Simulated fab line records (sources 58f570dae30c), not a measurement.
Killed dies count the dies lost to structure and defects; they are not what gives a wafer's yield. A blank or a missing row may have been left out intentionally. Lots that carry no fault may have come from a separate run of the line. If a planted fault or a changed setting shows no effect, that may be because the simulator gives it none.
A single fault, viewed from 2 desks :: flow berkeleyCmos170 :: each desk has only its own numbers; what lay behind them comes last

## FROM THE METROLOGY DESK
Means of the sampled wafers that have a number, per lot and without regard to the tool the lot ran on: this is what the gauges read. The brackets show how far a lot's mean lies from the usual mean; more than 4 standard deviations puts the lot out of limits, marked OUT.
Columns: A = V2_POLISHED_THK at UCB170_V2_THK_MEAS_04, usual 1000.1 nm
lot: L360
first seen here: day 7 02:58
A: 1000.7

lot: L362
first seen here: day 7 15:53
A: 1000.5

lot: L363
first seen here: day 8 03:35
A: 1000.4

lot: L365
first seen here: day 8 14:08
A: 998.8

lot: L368
first seen here: day 9 00:12
A: 1230.4 (+99 or more) OUT

lot: L369
first seen here: day 9 05:59
A: 1116.3 (+99 or more) OUT

lot: L373
first seen here: day 10 06:04
A: 1000.5

lot: L375
first seen here: day 11 02:14
A: 1000.4

lot: L378
first seen here: day 11 17:58
A: 1000.4

lot: L377
first seen here: day 11 18:23
A: 1000.3

lot: L379
first seen here: day 11 20:48
A: 1001.4

lot: L380
first seen here: day 11 20:53
A: 1000.1

lot: L381
first seen here: day 11 21:14
A: 1000.6

lot: L382
first seen here: day 12 13:41
A: 999.3
Per this desk, out of limits: L368, L369; the first was L368, day 9 00:12 (V2_POLISHED_THK at UCB170_V2_THK_MEAS_04). In limits: L360, L362, L363, L365, L373, L375, L378, L377, L379, L380, L381, L382.

## DESK OF THE TOOL OWNER: cmp-01
The tool's own readings at UCB170_V2_CMP_02 (polishes SiO2): means of the sampled wafers that have a number, for each lot that ran on this tool. The brackets show how far a lot's mean lies from the usual mean; more than 4 standard deviations puts the lot out of limits, marked OUT.
Columns: A = headPressurePsi at UCB170_V2_CMP_02, usual 6.000 psi; B = motorCurrentA at UCB170_V2_CMP_02, usual 15.7 A; C = retainingRingPressureFrac at UCB170_V2_CMP_02, usual 1.000
lot: L362
first seen here: day 7 15:28
A: 6.016
B: 16.5
C: 0.991

lot: L365
first seen here: day 8 13:46
A: 6.000
B: 16.2
C: 0.996

lot: L368
first seen here: day 8 23:49
A: 6.009
B: 16.4
C: 0.994

lot: L369
first seen here: day 9 05:34
A: 5.986
B: 16.2
C: 0.999

lot: L377
first seen here: day 11 18:07
A: 5.994
B: 14.7
C: 1.002

lot: L380
first seen here: day 11 20:30
A: 5.993
B: 15.2
C: 1.001

lot: L382
first seen here: day 12 13:19
A: 5.998
B: 16.5
C: 0.997
This desk's verdict: no lot among the 7 shows anything out of limits.

## TAKEN TOGETHER
At day 9 00:12 the metrology desk could have sounded an alarm, on L368, L369.
Nothing out of limits was seen by the tool owner's desk.
Tool owner's desk: L368, L369 on record, inside its limits.
Of the lots named, all ran UCB170_V2_CMP_02 on cmp-01.

## WHAT WAS PUT IN BY THE SIMULATOR
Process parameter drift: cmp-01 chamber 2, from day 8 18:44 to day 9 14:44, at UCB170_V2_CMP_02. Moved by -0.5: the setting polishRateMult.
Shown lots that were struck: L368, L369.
Hours from the fault's start to each desk's first reading out of limits: the metrology desk, 5.
